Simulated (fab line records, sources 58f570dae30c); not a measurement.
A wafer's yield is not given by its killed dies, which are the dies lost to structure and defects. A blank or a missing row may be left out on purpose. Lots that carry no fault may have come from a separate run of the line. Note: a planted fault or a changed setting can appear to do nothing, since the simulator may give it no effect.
Split-lot study -- flow berkeley_cmos170 -- 23 wafers read from 5 lots, route of 331 steps

## ON THE SPLIT
At UCB170_PSD_IMPLANT_08, the setting energy_kev was moved away from the recipe's 20 on 11 of the 23 wafers read, by -4.5% to +4.4%. For the rest of the wafers, this setting stayed at what the recipe calls for.

The reading comes from the split's own step.

## THE READING
The simulator's own value implant.drp_nm, read by no gauge, in nm at UCB170_PSD_IMPLANT_08. No usual value for it is given in the file.

wafer,"tool, chamber at the split",energy_kev as run,against the recipe,"implant.drp_nm, nm",against lot-mates on the recipe
L077.1,"implanter-03, 0",19.09,-4.5%,27.43,-0.91
L077.2,"implanter-03, 0",19.09,-4.5%,27.43,-0.91
L077.5,"implanter-03, 0",19.09,-4.5%,27.43,-0.91
L077.3,"implanter-03, 0",20,recipe,28.34,-
L077.6,"implanter-03, 0",20,recipe,28.34,-
L079.1,"implanter-04, 0",20,recipe,28.34,-
L079.2,"implanter-04, 0",20,recipe,28.34,-
L079.3,"implanter-04, 0",20.59,+3.0%,28.97,+0.63
L079.5,"implanter-04, 0",20.59,+3.0%,28.97,+0.63
L079.6,"implanter-04, 0",20.59,+3.0%,28.97,+0.63
L080.1,"implanter-04, 0",20.89,+4.4%,29.33,+0.99
L080.3,"implanter-04, 0",20.89,+4.4%,29.33,+0.99
L080.6,"implanter-04, 0",20.89,+4.4%,29.33,+0.99
L080.2,"implanter-04, 0",20,recipe,28.34,-
L080.5,"implanter-04, 0",20,recipe,28.34,-
L085.2,"implanter-03, 0",20,recipe,28.34,-
L085.5,"implanter-03, 0",20,recipe,28.34,-
L085.6,"implanter-03, 0",20,recipe,28.34,-
L084.1,"implanter-01, 0",20,recipe,28.34,-
L084.3,"implanter-01, 0",20,recipe,28.34,-
L084.4,"implanter-01, 0",20,recipe,28.34,-
L084.5,"implanter-01, 0",20.8,+4.0%,29.22,+0.88
L084.6,"implanter-01, 0",20.8,+4.0%,29.22,+0.88

FIT RESULTS
A straight line over all 23 wafers: implant.drp_nm changes by +0.211 nm for each +1% of energy_kev; r = +1.00; the points scatter about the line by 0.023 nm.
The same after taking each lot's own level away (the mean of its wafers on the recipe; 23 wafers): +0.211 nm for each +1%; r = +1.00; scatter 0.023 nm.
On that fit, the largest move of energy_kev shifts the reading by 0.96 nm.
The lots' own levels span 28.340 to 28.340 nm.
The two slopes are in agreement: the lot-to-lot level therefore moves the slope only a little.
Check: -0.954 nm against its lot-mates is what the line predicts for one of the wafers moved furthest among these (-4.5%) when that wafer is left out of the fit. It came out at -0.91 nm against them.

## THE OTHER SPLITS THESE WAFERS WENT THROUGH
Other splits were also applied to these wafers ahead of the reading. Each is held against what the fit with the lots' levels taken away leaves over:
other split on the same wafers,wafers away from the commonest value,r with implant.drp_nm (lot level and that fit taken away)
UCB170_START_OXIDATION_02 ox_time_s,15,-0.04
UCB170_NWELL_COAT_07 spin_rpm,10,-0.13
UCB170_NWELL_IMPLANT_14 energy_kev,9,-0.07
UCB170_PWELL_CVD_05 temp_c,18,+0.09
UCB170_PWELL_ETCH_14 rf_w,6,+0.15
UCB170_PFIELD_IMPLANT_07 dose_cm2,9,-0.07
UCB170_NVT_IMPLANT_07 energy_kev,7,+0.15
UCB170_GATE_OXIDATION_01 ox_time_s,15,-0.01
UCB170_GATE_COAT_07 spin_rpm,8,+0.29
UCB170_NLDD_IMPLANT_09 dose_cm2,8,-0.01
UCB170_PSD_COAT_01 spin_rpm,6,-0.35

## THE WHOLE CHAIN: every reading that the file lists as answering this split, in the file's order
step,what it does,reading,change (the file's fit),r (the file's)
UCB170_PSD_IMPLANT_08,,"implant.rp_nm (the simulator's own value, which no gauge read)",+0.654 nm for each +1% of the setting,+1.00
UCB170_PSD_IMPLANT_08,,"implant.drp_nm (the simulator's own value, which no gauge read)",+0.213 nm for each +1% of the setting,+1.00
UCB170_PSD_STRIP_09,strips in O2,strip_time_to_endpoint_s,"withheld for each +1% of the setting, in a fit together with spin_rpm@PSD_COAT_01",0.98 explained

## THE FILE'S OWN FIT
implant.drp_nm changes by +0.213 nm for each +1% of energy_kev, r = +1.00.
